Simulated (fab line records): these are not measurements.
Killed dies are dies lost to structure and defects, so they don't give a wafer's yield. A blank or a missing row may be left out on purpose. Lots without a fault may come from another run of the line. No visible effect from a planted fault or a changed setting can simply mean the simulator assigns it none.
Tool commonality check :: flow berkeley_cmos170 :: 42 wafers sampled across 14 lots

WHAT PROMPTED THE OPENING
Of 14 lots, 2 have the reading NSD_TW flagged at UCB170_NSD_TW_MEAS_10. Wafers without a fault read 4158, standard deviation 37.
Rule: a lot is flagged when every wafer of it that has a number lies more than 4 standard deviations from that mean, or none has a number. The other lots count as sound.

lot: L691
measured: day 8 10:44
on: film_metro-02
NSD_TW, wafer by wafer: 4163 4166 4189
flag: 

lot: L690
measured: day 8 11:19
on: film_metro-02
NSD_TW, wafer by wafer: 4148 4171 4157
flag: 

lot: L689
measured: day 8 11:28
on: film_metro-03
NSD_TW, wafer by wafer: 4137 4119 4088
flag: 

lot: L693
measured: day 8 22:51
on: film_metro-01
NSD_TW, wafer by wafer: 4217 4210 4223
flag: 

lot: L695
measured: day 9 22:20
on: film_metro-02
NSD_TW, wafer by wafer: 4158 4180 4171
flag: 

lot: L701
measured: day 10 07:13
on: film_metro-03
NSD_TW, wafer by wafer: 4106 4108 4108
flag: 

lot: L697
measured: day 10 12:05
on: film_metro-03
NSD_TW, wafer by wafer: 4122 4136 4135
flag: 

lot: L696
measured: day 10 12:51
on: film_metro-01
NSD_TW, wafer by wafer: 4191 4202 4175
flag: 

lot: L698
measured: day 10 13:07
on: film_metro-03
NSD_TW, wafer by wafer: 4117 4115 4118
flag: 

lot: L705
measured: day 11 04:48
on: film_metro-01
NSD_TW, wafer by wafer: 4210 4192 4204
flag: 

lot: L702
measured: day 11 04:49
on: film_metro-03
NSD_TW, wafer by wafer: 3963 3964 3958
flag: FLAGGED

lot: L703
measured: day 11 16:16
on: film_metro-03
NSD_TW, wafer by wafer: 3963 3964 3968
flag: FLAGGED

lot: L709
measured: day 11 22:06
on: film_metro-01
NSD_TW, wafer by wafer: 4190 4191 4188
flag: 

lot: L710
measured: day 12 06:39
on: film_metro-02
NSD_TW, wafer by wafer: 4168 4170 4155
flag: 
Average over the flagged lots: 3963; offset from the usual -195, equal to -5 standard deviations.

LOT BY LOT: THE TOOL USED
2 process steps preceding the reading are held in the record, out of 331 steps in the route. Read each cell as the tool, then ch plus the chambers that the sampled wafers visited, then the start.
lot: L691
flag: 
UCB170_NSD_IMPLANT_08: implanter-01 ch 0, day 8 10:29
UCB170_NSD_STRIP_09: plasma_asher-03 ch 0,1, day 8 10:38

lot: L690
flag: 
UCB170_NSD_IMPLANT_08: implanter-02 ch 0, day 8 11:04
UCB170_NSD_STRIP_09: plasma_asher-02 ch 0, day 8 11:13

lot: L689
flag: 
UCB170_NSD_IMPLANT_08: implanter-01 ch 0, day 8 11:15
UCB170_NSD_STRIP_09: plasma_asher-01 ch 0,1, day 8 11:23

lot: L693
flag: 
UCB170_NSD_IMPLANT_08: implanter-01 ch 0, day 8 22:36
UCB170_NSD_STRIP_09: plasma_asher-03 ch 0,1, day 8 22:45

lot: L695
flag: 
UCB170_NSD_IMPLANT_08: implanter-02 ch 0, day 9 22:05
UCB170_NSD_STRIP_09: plasma_asher-02 ch 0,1, day 9 22:14

lot: L701
flag: 
UCB170_NSD_IMPLANT_08: implanter-02 ch 0, day 10 07:01
UCB170_NSD_STRIP_09: plasma_asher-03 ch 0,1, day 10 07:08

lot: L697
flag: 
UCB170_NSD_IMPLANT_08: implanter-02 ch 0, day 10 11:51
UCB170_NSD_STRIP_09: plasma_asher-02 ch 1, day 10 11:58

lot: L696
flag: 
UCB170_NSD_IMPLANT_08: implanter-01 ch 0, day 10 12:38
UCB170_NSD_STRIP_09: plasma_asher-02 ch 0,1, day 10 12:46

lot: L698
flag: 
UCB170_NSD_IMPLANT_08: implanter-04 ch 0, day 10 12:53
UCB170_NSD_STRIP_09: plasma_asher-01 ch 0,1, day 10 13:00

lot: L705
flag: 
UCB170_NSD_IMPLANT_08: implanter-02 ch 0, day 11 04:33
UCB170_NSD_STRIP_09: plasma_asher-01 ch 0,1, day 11 04:42

lot: L702
flag: FLAGGED
UCB170_NSD_IMPLANT_08: implanter-01 ch 0, day 11 04:34
UCB170_NSD_STRIP_09: plasma_asher-03 ch 0,1, day 11 04:42

lot: L703
flag: FLAGGED
UCB170_NSD_IMPLANT_08: implanter-01 ch 0, day 11 16:01
UCB170_NSD_STRIP_09: plasma_asher-02 ch 0,1, day 11 16:10

lot: L709
flag: 
UCB170_NSD_IMPLANT_08: implanter-04 ch 0, day 11 21:52
UCB170_NSD_STRIP_09: plasma_asher-02 ch 0,1, day 11 21:59

lot: L710
flag: 
UCB170_NSD_IMPLANT_08: implanter-02 ch 0, day 12 06:25
UCB170_NSD_STRIP_09: plasma_asher-03 ch 0,1, day 12 06:32
What these steps do:
- UCB170_NSD_IMPLANT_08
- UCB170_NSD_STRIP_09: strips in O2.
- UCB170_NSD_TW_MEAS_10

FLAGGED OVER TOTAL, TOOL BY TOOL (the gauges that took the reading come last)
step: UCB170_NSD_IMPLANT_08
tool: implanter-01
lots run: 6
flagged: 2
share of the flagged lots: all
sound lots run after its first flagged lot: 0

step: UCB170_NSD_IMPLANT_08
tool: implanter-02
lots run: 6
flagged: 0
share of the flagged lots: none
sound lots run after its first flagged lot: -

step: UCB170_NSD_IMPLANT_08
tool: implanter-04
lots run: 2
flagged: 0
share of the flagged lots: none
sound lots run after its first flagged lot: -

step: UCB170_NSD_STRIP_09
tool: plasma_asher-01
lots run: 3
flagged: 0
share of the flagged lots: none
sound lots run after its first flagged lot: -

step: UCB170_NSD_STRIP_09
tool: plasma_asher-02
lots run: 6
flagged: 1
share of the flagged lots: some
sound lots run after its first flagged lot: 1 (L709)

step: UCB170_NSD_STRIP_09
tool: plasma_asher-03
lots run: 5
flagged: 1
share of the flagged lots: some
sound lots run after its first flagged lot: 1 (L710)

step: UCB170_NSD_TW_MEAS_10
tool: film_metro-01
lots run: 4
flagged: 0
share of the flagged lots: none
sound lots run after its first flagged lot: -

step: UCB170_NSD_TW_MEAS_10
tool: film_metro-02
lots run: 4
flagged: 0
share of the flagged lots: none
sound lots run after its first flagged lot: -

step: UCB170_NSD_TW_MEAS_10
tool: film_metro-03
lots run: 6
flagged: 2
share of the flagged lots: all
sound lots run after its first flagged lot: 0

WHAT IS ALLOWED BY THE TABLE
In 2 table rows, all flagged lots were run: implanter-01 (UCB170_NSD_IMPLANT_08), film_metro-03 (UCB170_NSD_TW_MEAS_10).
- implanter-01 at UCB170_NSD_IMPLANT_08 ran 6 lots, 2 of them flagged. Last sound lot L696 at day 10 12:38, first flagged lot L702 at day 11 04:34; a fault beginning in between fits. Its own readings lie more than 4 standard deviations out on every wafer of the flagged lots: dose_ions_cm2, faraday_current_uA.
- film_metro-03 at UCB170_NSD_TW_MEAS_10 ran 6 lots, 2 of them flagged. Last sound lot L698 at day 10 13:07, first flagged lot L702 at day 11 04:49; a fault beginning in between fits.
Counting lots can't tell these 2 tools apart, because each fits a fault that began at some hour. More lots, or a look at what each step does to the wafer, might.

WHAT HAD BEEN PUT IN BY THE SIMULATOR
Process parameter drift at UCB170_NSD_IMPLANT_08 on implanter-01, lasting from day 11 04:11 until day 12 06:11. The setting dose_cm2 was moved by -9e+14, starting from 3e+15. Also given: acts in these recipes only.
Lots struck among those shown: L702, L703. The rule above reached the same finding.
